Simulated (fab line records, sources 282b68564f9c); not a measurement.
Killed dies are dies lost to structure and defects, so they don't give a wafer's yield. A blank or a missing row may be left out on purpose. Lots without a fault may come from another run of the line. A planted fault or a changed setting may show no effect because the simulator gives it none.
A struck lot beside a sound one | flow rit_cmos | 20 steps out of a route of 202
Sound: wafers L864.1, L864.2, L864.5. Struck: wafers L877.1, L877.4, L877.6. The cause comes at the end.
At each step with rows: each side's tool, then ch and its chambers, then its first start. Under that, the readings that differ: sound wafers | struck wafers | difference of the means | sigmas: that difference in standard deviations of wafers without a fault.
alike: readings whose means differ by less than 2 such deviations, and words and numbers that are the same on both sides. not compared: withheld readings, readings that some wafer has no value for, bounds like >300 that may hide the same value, and numbers for which the record gives no deviation and whose values overlap.
The two part at a step that has a row with sigmas, a row that says differs or no value, or rows on one side only. Numbers that don't overlap but have no deviation are shown without sigmas and don't part them. A reading that every wafer of one side lacks parts them only if that side has two wafers or more.

first, 4 steps without rows for these wafers: RIT_ACTIVE_SOFTBAKE_07 (time 60 s); RIT_ACTIVE_EXPOSE_08 (exposes mask M1, target cd 1400 nm); RIT_ACTIVE_PEB_09; RIT_ACTIVE_DEVELOP_10 (develop time 51 s).
RIT_ACTIVE_CD_MEAS_11: target cd 1400 nm.
  sound on cd_sem-01, day 1 20:20; struck on cd_sem-01, day 4 12:26
  alike: cd_nm
then, 1 step without rows for these wafers: RIT_ACTIVE_HARDBAKE_12 (time 60 s).
RIT_ACTIVE_ETCH_13: etches Si3N4 in SF6, stops on SiO2, time 210 s, target depth 210 nm.
  sound on rie_diel-01 ch 0,1, day 1 20:36; struck on rie_diel-04 ch 0,3, day 4 12:43
  reading                | sound          | struck         | difference | sigmas
  throttle_valve_pct (%) | 7.43 7.35 7.42 | 7.56 7.74 7.74 | +0.28      | +3
  alike: drypump_motor_current_A, oes_product_au, rf_fwd_power_W
  not compared: rf_hours_counter_h
RIT_ACTIVE_STRIP_14: strips in O2, time 180 s.
  sound on plasma_asher-03 ch 0,1, day 1 20:44; struck on plasma_asher-04 ch 0, day 4 12:50
  alike: drypump_motor_current_A
  not compared: rf_hours_counter_h
RIT_ACTIVE_CD_MEAS_90: target cd 1400 nm.
  sound on cd_sem-01, day 1 20:55; struck on cd_sem-02, day 4 13:01
  alike: cd_nm
then, 3 steps without rows for these wafers: RIT_ACTIVE_CLEAN_15 (cleans in SC1, time 600 s); RIT_ACTIVE_CLEAN_16 (cleans in dHF, time 30 s); RIT_ACTIVE_CLEAN_17 (cleans in SC2, time 600 s).
RIT_FOX1_OXIDATION_00: target thk 350.7 nm, ox time 1130 s.
  sound on furnace-03 ch 0, day 1 21:24; struck on furnace-02 ch 0, day 4 13:31
  reading                                     | sound             | struck            | difference | sigmas
  ox_time_s (s)                               | 1130 1130 1130    | 508.5 508.5 508.5 | -621.5     |
  model.SiO2_of_FOX1_OXIDATION_00.thk_nm (nm) | 358.6 355.1 353.4 | 204.4 203.2 196.8 | -154.2     |
  model.Si3N4_of_ACTIVE_CVD_03.thk_nm (nm)    | 141.9 142.5 143.2 | 145.9 145.6 145.7 | +3.2       |
  alike: tube_center_temp_C, tube_center_temp_C_max
RIT_FOX1_THK_MEAS_01:
  sound on film_metro-03, day 1 22:43; struck on film_metro-04, day 4 14:49
  reading             | sound       | struck      | difference | sigmas
  FOX1_OXIDE_THK (nm) | 359 355 353 | 204 203 197 | -154       | -27
then, 2 steps without rows for these wafers: RIT_FOX1_WET_ETCH_02 (etches SiO2 in BOE, target depth 350 nm, time 390 s); RIT_FOX2_OXIDATION_00 (target thk 350.7 nm, ox time 1130 s).
RIT_FOX2_THK_MEAS_01:
  sound on film_metro-04, day 2 00:12; struck on film_metro-02, day 4 16:19
  reading             | sound       | struck      | difference | sigmas
  FOX2_OXIDE_THK (nm) | 364 357 358 | 352 345 346 | -12        | -2
RIT_FOX2_CLEAN_02: cleans in dHF, time 173 s.
  sound on wet_bench-01 ch 0, day 2 00:16; struck on wet_bench-02 ch 1, day 4 16:22
  reading                                  | sound             | struck            | difference | sigmas
  model.Si3N4_of_ACTIVE_CVD_03.thk_nm (nm) | 130.1 130.7 131.5 | 134.1 133.9 133.9 | +3.2       |
then, 1 step without rows for these wafers: RIT_FOX2_WET_ETCH_03 (etches Si3N4 in H3PO4, target depth 195 nm, time 2700 s).
RIT_M1_PROBE_99:
  sound on prober-01, day 3 13:22; struck on prober-02, day 6 09:52
  reading                             | sound               | struck               | difference | sigmas
  model.etest.pplus_sal.width_nm (nm) | 3426 3457 3434      | 3604 3634 3630       | +184       |
  model.etest.nplus_sal.width_nm (nm) | 3435 3441 3444      | 3625 3631 3634       | +190       |
  model.etest.nldd.width_nm (nm)      | 3158 3188 3167      | 3307 3300 3300       | +131       |
  model.etest.pldd.width_nm (nm)      | 3159 3168 3180      | 3298 3325 3306       | +141       |
  model.etest.nmos_narrow.drive_ua_um | 237.2 238.7 238.3   | 251.4 252.5 251.3    | +13.7      |
  model.etest.pmos_narrow.drive_ua_um | 103 104.6 103       | 112 113 112.8        | +9         |
  model.etest.field_p_metal.vt_v (V)  | -29.23 -29.4 -29.71 | -31.24 -31.23 -31.72 | -1.95      |
  model.etest.field_p.vt_v (V)        | -12.82 -12.77 -12.8 | -13.39 -13.3 -13.32  | -0.54      |
  alike: killed_at_contacts, killed_at_front_end, killed_dies, killed_open, killed_short

WHERE THEY PART
First at RIT_ACTIVE_ETCH_13; last, within this record, at RIT_FOX2_THK_MEAS_01. Later steps at which nothing parts them and some readings are alike: RIT_M1_PROBE_99.

WHY: what the simulator had put in
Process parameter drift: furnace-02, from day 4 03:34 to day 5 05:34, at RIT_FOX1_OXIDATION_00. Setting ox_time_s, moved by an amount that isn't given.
